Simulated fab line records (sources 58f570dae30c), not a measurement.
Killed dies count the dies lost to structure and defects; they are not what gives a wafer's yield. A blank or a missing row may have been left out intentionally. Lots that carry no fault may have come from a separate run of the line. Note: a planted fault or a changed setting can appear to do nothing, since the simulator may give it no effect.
Which tool did it? + flow berkeley_cmos170 + 21 wafers from 7 lots sampled at 2 of the route's 331 steps

WHAT THE GAUGES SHOWED, per wafer
UCB170_PWELL_THK_MEAS_03.
| lot  | measured    | on            | PWELL_OXIDE_THK (nm) |
|------|-------------|---------------|----------------------|
| L743 | day 3 13:39 | film_metro-04 | 26.1 25.3 25.9       |
| L746 | day 3 13:43 | film_metro-04 | 26.4 26.6 26.3       |
| L749 | day 4 18:04 | film_metro-04 | 26.2 25.9 25.9       |
| L753 | day 5 09:50 | film_metro-03 | 27.3 27.5 27.6       |
| L762 | day 7 06:10 | film_metro-03 | 27.0 26.9 27.2       |
| L765 | day 7 19:24 | film_metro-03 | 26.5 25.9 26.3       |

WHICH TOOL RAN EACH LOT (tool, then ch and the chambers of the sampled wafers, then the start)
| lot  | UCB170_NWELL_EXPOSE_09           |
|------|----------------------------------|
| L743 | krf_scanner-01 ch 0, day 2 21:50 |
| L746 | krf_scanner-01 ch 0, day 3 06:16 |
| L749 | krf_scanner-01 ch 0, day 4 06:15 |
| L753 | krf_scanner-01 ch 0, day 4 20:29 |
| L757 | krf_scanner-02, day 5 13:10      |
| L762 | krf_scanner-02 ch 0, day 6 19:43 |
| L765 | krf_scanner-01 ch 0, day 7 10:25 |
- UCB170_NWELL_EXPOSE_09: exposes mask NWELL, target cd 3000 nm.

THE ANSWER, worked out from the rows above alone
Rule: usual is defined by the lots themselves. The widest of any qualifying gaps counts: lots, ordered by their means at a reading, are off when they make up no more than a third of the lots, leave a main group of 4 or more, and stand apart from it by 3 or more times the standard deviation of that group's means. The tables above print the reading to a certain number of digits; a main group whose means all agree to those digits is not used. A lot without any number at a reading at which 4 lots or more have one is off too. The other lots that the step has rows for count as sound.
No lot is off at any reading shown: from this, nothing can be told.

WHAT WAS PUT IN BY THE SIMULATOR
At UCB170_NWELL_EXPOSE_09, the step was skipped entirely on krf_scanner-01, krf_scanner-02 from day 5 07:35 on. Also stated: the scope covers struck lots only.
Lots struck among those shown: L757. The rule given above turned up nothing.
